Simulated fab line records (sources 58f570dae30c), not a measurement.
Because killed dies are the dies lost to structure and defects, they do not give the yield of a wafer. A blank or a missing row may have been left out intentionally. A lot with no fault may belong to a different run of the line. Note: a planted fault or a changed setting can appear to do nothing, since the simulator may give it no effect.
Which tool is to blame? || flow berkeley cmos170 || 15 lots with 45 wafers sampled at 3 steps, on a route of 331 steps

## WHAT EACH GAUGE READ, for each wafer
UCB170_V1_BOW_MEAS_03. Usual: V1_BOW 18 um, standard deviation 7.
{"lot": "L686", "measured": "day 7 03:58", "on": "film metro-04", "V1_BOW (um)": "22 21 21", "flag": ""}
{"lot": "L687", "measured": "day 7 14:59", "on": "film metro-03", "V1_BOW (um)": "23 17 3", "flag": ""}
{"lot": "L691", "measured": "day 8 01:53", "on": "film metro-01", "V1_BOW (um)": "19 14 15", "flag": ""}
{"lot": "L690", "measured": "day 8 02:12", "on": "film metro-04", "V1_BOW (um)": "20 20 16", "flag": ""}
{"lot": "L692", "measured": "day 8 10:48", "on": "film metro-01", "V1_BOW (um)": "28 18 23", "flag": ""}
{"lot": "L693", "measured": "day 8 20:47", "on": "film metro-01", "V1_BOW (um)": "9 8 25", "flag": ""}
{"lot": "L701", "measured": "day 10 06:32", "on": "film metro-01", "V1_BOW (um)": "23 25 39", "flag": ""}
{"lot": "L702", "measured": "day 10 16:50", "on": "film metro-03", "V1_BOW (um)": "20 26 27", "flag": ""}
{"lot": "L704", "measured": "day 10 17:26", "on": "film metro-03", "V1_BOW (um)": "8 12 31", "flag": ""}
{"lot": "L705", "measured": "day 10 17:08", "on": "film metro-01", "V1_BOW (um)": "13 22 26", "flag": ""}
{"lot": "L703", "measured": "day 10 17:47", "on": "film metro-01", "V1_BOW (um)": "17 14 22", "flag": ""}
{"lot": "L706", "measured": "day 11 17:25", "on": "film metro-03", "V1_BOW (um)": "24 29 14", "flag": ""}
{"lot": "L708", "measured": "day 11 17:07", "on": "film metro-01", "V1_BOW (um)": "16 28 20", "flag": ""}
{"lot": "L707", "measured": "day 11 17:08", "on": "film metro-04", "V1_BOW (um)": "15 10 20", "flag": ""}
{"lot": "L709", "measured": "day 12 01:42", "on": "film metro-04", "V1_BOW (um)": "15 9 26", "flag": ""}

UCB170_M2_OVL_MEAS_16. Usual: M2_OVL -2 nm, standard deviation 5.4.
{"lot": "L686", "measured": "day 7 08:29", "on": "overlay-01", "M2_OVL (nm)": "-4 -6 6", "flag": ""}
{"lot": "L687", "measured": "day 7 21:07", "on": "overlay-01", "M2_OVL (nm)": "14 6 5", "flag": ""}
{"lot": "L691", "measured": "day 8 08:27", "on": "overlay-02", "M2_OVL (nm)": "0 -7 -1", "flag": ""}
{"lot": "L690", "measured": "day 8 08:11", "on": "overlay-01", "M2_OVL (nm)": "-12 -11 -12", "flag": ""}
{"lot": "L692", "measured": "day 8 17:52", "on": "overlay-01", "M2_OVL (nm)": "-1 5 3", "flag": ""}
{"lot": "L693", "measured": "day 9 01:17", "on": "overlay-02", "M2_OVL (nm)": "-7 -4 -4", "flag": ""}
{"lot": "L701", "measured": "day 10 11:41", "on": "overlay-02", "M2_OVL (nm)": "0 5 -2", "flag": ""}
{"lot": "L702", "measured": "day 10 21:36", "on": "overlay-01", "M2_OVL (nm)": "-2 3 0", "flag": ""}
{"lot": "L704", "measured": "day 10 22:26", "on": "overlay-02", "M2_OVL (nm)": "-5 -3 0", "flag": ""}
{"lot": "L705", "measured": "day 10 21:52", "on": "overlay-01", "M2_OVL (nm)": "-6 -3 -6", "flag": ""}
{"lot": "L703", "measured": "day 10 23:01", "on": "overlay-02", "M2_OVL (nm)": "-4 -5 -1", "flag": ""}
{"lot": "L706", "measured": "day 11 21:50", "on": "overlay-02", "M2_OVL (nm)": "-12 -10 -8", "flag": ""}
{"lot": "L708", "measured": "day 11 21:16", "on": "overlay-01", "M2_OVL (nm)": "0 0 -3", "flag": ""}
{"lot": "L707", "measured": "day 11 21:28", "on": "overlay-02", "M2_OVL (nm)": "-5 -3 -1", "flag": ""}
{"lot": "L709", "measured": "day 12 10:50", "on": "overlay-02", "M2_OVL (nm)": "-6 -1 2", "flag": ""}

## WHAT TOOL EACH LOT RAN ON (gives the tool, then ch and the chambers of the sampled wafers, and finally the start)
{"lot": "L686", "UCB170_CONTACT_ETCH_18": "rie diel-01 ch 2,3, day 7 03:58 or earlier"}
{"lot": "L687", "UCB170_CONTACT_ETCH_18": "rie diel-02 ch 1,2,3, day 7 14:59 or earlier"}
{"lot": "L691", "UCB170_CONTACT_ETCH_18": "rie diel-03 ch 0,1,3, day 8 01:53 or earlier"}
{"lot": "L690", "UCB170_CONTACT_ETCH_18": "rie diel-02 ch 2,3, day 8 02:12 or earlier"}
{"lot": "L692", "UCB170_CONTACT_ETCH_18": "rie diel-03 ch 0,1,3, day 8 10:48 or earlier"}
{"lot": "L693", "UCB170_CONTACT_ETCH_18": "rie diel-02 ch 1,3, day 8 20:47 or earlier"}
{"lot": "L701", "UCB170_CONTACT_ETCH_18": "rie diel-01 ch 0,1,3, day 10 06:32 or earlier"}
{"lot": "L702", "UCB170_CONTACT_ETCH_18": "rie diel-03 ch 1,2, day 10 16:50 or earlier"}
{"lot": "L704", "UCB170_CONTACT_ETCH_18": "rie diel-01 ch 1,3, day 10 17:26 or earlier"}
{"lot": "L705", "UCB170_CONTACT_ETCH_18": "rie diel-02 ch 0,2,3, day 10 17:08 or earlier"}
{"lot": "L703", "UCB170_CONTACT_ETCH_18": "rie diel-03 ch 0,1,2, day 10 17:47 or earlier"}
{"lot": "L706", "UCB170_CONTACT_ETCH_18": "rie diel-02 ch 2,3, day 11 17:25 or earlier"}
{"lot": "L708", "UCB170_CONTACT_ETCH_18": "rie diel-03 ch 0,2,3, day 11 17:07 or earlier"}
{"lot": "L707", "UCB170_CONTACT_ETCH_18": "rie diel-01 ch 0,1, day 11 17:08 or earlier"}
{"lot": "L709", "UCB170_CONTACT_ETCH_18": "rie diel-03 ch 1,2,3, day 12 01:42 or earlier"}
- UCB170_CONTACT_ETCH_18: etches PSG in CHF3/CF4/Ar, stops on TiSi2, target depth 840 nm, time 195 s.

## AS READ BY THE TOOLS THEMSELVES (means over the sampled wafers that have a number; for cases with no such wafer, the mark the record gives instead)
UCB170_CONTACT_ETCH_18. Usual: drypump motor current A 5.81 A, standard deviation 0.22; oes product au 0.894 a.u., standard deviation 0.013; throttle valve pct 6.98 %, standard deviation 0.085.
{"lot": "L686", "tool": "rie diel-01", "drypump motor current A (A)": 5.75, "oes product au (a.u.)": 0.883, "throttle valve pct (%)": 7.04, "flag": ""}
{"lot": "L687", "tool": "rie diel-02", "drypump motor current A (A)": 5.74, "oes product au (a.u.)": 0.888, "throttle valve pct (%)": 7.01, "flag": ""}
{"lot": "L691", "tool": "rie diel-03", "drypump motor current A (A)": 5.83, "oes product au (a.u.)": 0.892, "throttle valve pct (%)": 6.98, "flag": ""}
{"lot": "L690", "tool": "rie diel-02", "drypump motor current A (A)": 5.66, "oes product au (a.u.)": 0.890, "throttle valve pct (%)": 7.02, "flag": ""}
{"lot": "L692", "tool": "rie diel-03", "drypump motor current A (A)": 5.80, "oes product au (a.u.)": 0.890, "throttle valve pct (%)": 6.99, "flag": ""}
{"lot": "L693", "tool": "rie diel-02", "drypump motor current A (A)": 5.88, "oes product au (a.u.)": 0.880, "throttle valve pct (%)": 6.98, "flag": ""}
{"lot": "L701", "tool": "rie diel-01", "drypump motor current A (A)": 5.78, "oes product au (a.u.)": 0.895, "throttle valve pct (%)": 7.00, "flag": ""}
{"lot": "L702", "tool": "rie diel-03", "drypump motor current A (A)": 6.11, "oes product au (a.u.)": 0.900, "throttle valve pct (%)": 6.97, "flag": ""}
{"lot": "L704", "tool": "rie diel-01", "drypump motor current A (A)": 5.87, "oes product au (a.u.)": 0.893, "throttle valve pct (%)": 7.06, "flag": ""}
{"lot": "L705", "tool": "rie diel-02", "drypump motor current A (A)": 5.84, "oes product au (a.u.)": 0.910, "throttle valve pct (%)": 7.03, "flag": ""}
{"lot": "L703", "tool": "rie diel-03", "drypump motor current A (A)": 5.92, "oes product au (a.u.)": 0.897, "throttle valve pct (%)": 6.92, "flag": ""}
{"lot": "L706", "tool": "rie diel-02", "drypump motor current A (A)": 5.65, "oes product au (a.u.)": 0.918, "throttle valve pct (%)": 7.01, "flag": ""}
{"lot": "L708", "tool": "rie diel-03", "drypump motor current A (A)": 5.72, "oes product au (a.u.)": 0.890, "throttle valve pct (%)": 6.94, "flag": ""}
{"lot": "L707", "tool": "rie diel-01", "drypump motor current A (A)": 5.68, "oes product au (a.u.)": 0.904, "throttle valve pct (%)": 6.97, "flag": ""}
{"lot": "L709", "tool": "rie diel-03", "drypump motor current A (A)": 5.89, "oes product au (a.u.)": 0.900, "throttle valve pct (%)": 6.98, "flag": ""}

## THE ANSWER, worked out from the rows above alone
Rule: a lot counts as off when the mean over its wafers that have a number is more than 3 standard deviations away from the usual mean. Also off: a lot with no number at a reading for which 4 or more lots have one. All remaining lots with rows at the step are treated as sound. First the gauges in route order, then the tools' own readings, where a lot's mean is used as printed above. The first step at which some lot is off is used, and at that step the reading that is off furthest; a lot without a number counts as furthest.
None of the lots is off at any reading shown; this tells nothing.

## WHAT HAD BEEN PUT IN BY THE SIMULATOR
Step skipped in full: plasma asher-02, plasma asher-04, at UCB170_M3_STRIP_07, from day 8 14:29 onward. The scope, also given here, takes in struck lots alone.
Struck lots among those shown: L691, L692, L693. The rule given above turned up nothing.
